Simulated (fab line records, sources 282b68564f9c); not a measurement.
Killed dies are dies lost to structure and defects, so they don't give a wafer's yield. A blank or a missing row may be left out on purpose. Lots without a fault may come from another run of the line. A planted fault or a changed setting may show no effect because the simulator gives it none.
Tool commonality check | flow rit_cmos | 14 lots, 42 wafers sampled

WHY IT WAS OPENED
At RIT_M1_CD_MEAS_90 the reading cd_nm is flagged on 2 of 14 lots. Wafers without a fault read 2600.1 nm, standard deviation 2.3.
Rule: a lot is flagged when every wafer of it that has a number lies more than 4 standard deviations from that mean, or none has a number. The other lots count as sound.

lot  | measured    | on        | cd_nm (nm), wafer by wafer | flag
L471 | day 3 17:58 | cd_sem-02 | 2603.2 2603.8 2604.1       |
L472 | day 3 19:55 | cd_sem-01 | 2598.5 2600.2 2600.4       |
L473 | day 4 00:10 | cd_sem-01 | 2600.8 2599.0 2600.2       |
L474 | day 4 08:14 | cd_sem-01 | 2602.6 2601.8 2597.4       |
L476 | day 4 12:04 | cd_sem-01 | 2596.5 2596.5 2599.5       |
L479 | day 5 04:11 | cd_sem-01 | 2553.7 2554.7 2553.6       | FLAGGED
L482 | day 5 18:42 | cd_sem-01 | 2554.7 2555.0 2555.5       | FLAGGED
L484 | day 6 10:29 | cd_sem-02 | 2601.4 2602.1 2602.3       |
L486 | day 6 22:40 | cd_sem-02 | 2601.5 2597.8 2597.4       |
L488 | day 7 06:57 | cd_sem-02 | 2594.8 2598.0 2601.6       |
L490 | day 7 13:06 | cd_sem-02 | 2599.0 2600.6 2600.4       |
L491 | day 7 17:44 | cd_sem-01 | 2603.4 2600.7 2600.5       |
L493 | day 8 00:59 | cd_sem-02 | 2596.5 2601.1 2600.1       |
L494 | day 8 06:02 | cd_sem-02 | 2602.4 2600.5 2603.0       |
The numbers of the flagged lots are 2554.5 nm on average: -45.6 nm against the usual, or -20 standard deviations.

WHICH TOOL RAN EACH LOT
The record holds 1 process step before the reading, out of a route of 202 steps. In each cell: the tool, then ch and the chambers that the sampled wafers went through, then the start.
lot  | flag    | RIT_M1_METAL_ETCH_12
L471 |         | rie_metal-03 ch 1, day 3 17:27
L472 |         | rie_metal-04 ch 0,1, day 3 19:25
L473 |         | rie_metal-01 ch 0,1, day 3 23:40
L474 |         | rie_metal-03 ch 0,1, day 4 07:36
L476 |         | rie_metal-01 ch 0,1, day 4 11:33
L479 | FLAGGED | rie_metal-01 ch 0,1, day 5 03:41
L482 | FLAGGED | rie_metal-01 ch 0,1, day 5 18:11
L484 |         | rie_metal-04 ch 0,1, day 6 09:58
L486 |         | rie_metal-03 ch 0,1, day 6 22:09
L488 |         | rie_metal-03 ch 0,1, day 7 06:27
L490 |         | rie_metal-04 ch 0,1, day 7 12:35
L491 |         | rie_metal-03 ch 0,1, day 7 17:13
L493 |         | rie_metal-04 ch 0,1, day 8 00:28
L494 |         | rie_metal-03 ch 1, day 8 05:28
What these steps do:
- RIT_M1_METAL_ETCH_12: etches Al in Cl2/BCl3, stops on SiO2, time 165 s, target depth 600 nm.
- RIT_M1_CD_MEAS_90: target cd 2600 nm.

FLAGGED OVER TOTAL, TOOL BY TOOL (the gauges that took the reading come last)
step                 | tool         | lots run | flagged | share of the flagged lots | sound lots run after its first flagged lot
RIT_M1_METAL_ETCH_12 | rie_metal-01 | 4        | 2       | all                       | 0
RIT_M1_METAL_ETCH_12 | rie_metal-03 | 6        | 0       | none                      | -
RIT_M1_METAL_ETCH_12 | rie_metal-04 | 4        | 0       | none                      | -
RIT_M1_CD_MEAS_90    | cd_sem-01    | 7        | 2       | all                       | 1 (L491)
RIT_M1_CD_MEAS_90    | cd_sem-02    | 7        | 0       | none                      | -

WHAT THE TABLE ALLOWS
2 rows of the table ran every flagged lot: rie_metal-01 at RIT_M1_METAL_ETCH_12, cd_sem-01 at RIT_M1_CD_MEAS_90.
- rie_metal-01 at RIT_M1_METAL_ETCH_12: 2 of its 4 lots flagged. Its last sound lot is L476 (day 4 11:33), its first flagged lot L479 (day 5 03:41): a fault that began between those two fits. Its own readings lie more than 4 standard deviations out on every wafer of the flagged lots: rf_fwd_power_W.
- cd_sem-01 at RIT_M1_CD_MEAS_90: 2 of its 7 lots flagged. Sound lots ran on it after the first flagged one (L491), which a lasting fault on the whole tool wouldn't allow.
One tool is left: rie_metal-01 at RIT_M1_METAL_ETCH_12.

WHAT THE SIMULATOR HAD PUT IN
Process parameter drift: rie_metal-01, from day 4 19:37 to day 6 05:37, at RIT_M1_METAL_ETCH_12. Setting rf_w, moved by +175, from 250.
Lots struck among those shown: L479, L482. The rule above found the same.
